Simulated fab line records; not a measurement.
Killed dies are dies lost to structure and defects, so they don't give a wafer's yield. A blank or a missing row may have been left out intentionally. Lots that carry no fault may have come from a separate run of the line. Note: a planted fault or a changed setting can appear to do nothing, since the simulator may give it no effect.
Code-filled problem report in 8D (eight disciplines) form :: flow berkeley-cmos170 :: the parts of the form that need people (team, actions taken, sign-off) are left out

== 1. THE ISSUE ==
M2_OVL at UCB170_M2_OVL_MEAS_16 reads a mean of 113 nm on 6 wafers of 2 lots; wafers without a fault read 2 nm with a standard deviation of 5.6. That puts it +20 standard deviations away from the usual mean.
First seen on wafer L353.2, day 10 16:37, on overlay-02. At this step, 42 wafers from 14 lots have a number in the record. The rule behind "out" and "out of limits": a value lying over 4 standard deviations away from the usual mean. The other wafers with a number count as sound.

== 2. WHAT IT IS; WHAT IT IS NOT ==
question: which readings at this step
is: M2_OVL
is not: -

question: which lots
is: L353, L354
is not: L342, L343, L344, L345, L346, L347, L349, L359, L360, L361, L362, L365

question: which wafers of those lots
is: all that have a number
is not: -

question: read on which gauges
is: overlay-01, overlay-02
is not: -

question: when
is: from day 10 16:37
is not: up to then (21 sound wafers); but 15 sound wafers of L359, L360, L361, L362, L365 came after

== 3. WHAT RULES OUT EACH SUSPECT ==
Counting: a tool stays on the suspect list if, at a process step up to the reading, it processed all lots that are out and no sound lot following the first of them.
- ruled out: the gauge at UCB170_M2_OVL_MEAS_16. The wafers that are out were read on 2 gauges (overlay-01, overlay-02).
- krf-scanner-02 at UCB170_M2_EXPOSE_12 (exposes mask METAL2, target cd 700 nm): kept. It ran every lot that is out, first L353 (day 10 16:07), and no sound lot after that; its last sound lot up to then is L347 (day 10 00:34).
The count leaves krf-scanner-02 at UCB170_M2_EXPOSE_12.

== 4. THE CAUSE (what the simulator had put in) ==
Scanner matching overlay: krf-scanner-02, from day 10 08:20 on, at UCB170_M2_EXPOSE_12. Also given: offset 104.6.
Counting left only this tool.

== 5. THE CHAIN OF EFFECTS, in route order ==
Each row: a reading where the mean over the struck wafers with a number is more than 3 standard deviations away from the usual. Only readings whose record carries a usual standard deviation are examined. hours: median over the lots of the time between each lot's start at the first step of this table that gives one and its start at this step. sigmas: the change, counted in usual standard deviations.
hours: 0
step: UCB170_M2_OVL_MEAS_16
reading: M2_OVL
usual: 2 nm
on struck wafers: 113
change: +111
sigmas: +20
Later steps that measure or inspect, where all struck wafers having a row at the step show a number for every such reading and not one has moved that far: UCB170_V2_CD_MEAS_90, UCB170_M3_CD_MEAS_15.

== 6. WHAT WOULD HAVE CAUGHT IT SOONER ==
The first out-of-limits reading at a measuring or inspecting step in this record came at day 10 16:37, 8 hours after the fault's start at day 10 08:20.
Lots out: 2; of these, L354 started UCB170_M2_EXPOSE_12 on krf-scanner-02 after day 10 16:37. Had the tool been put on hold then, it would have been spared.
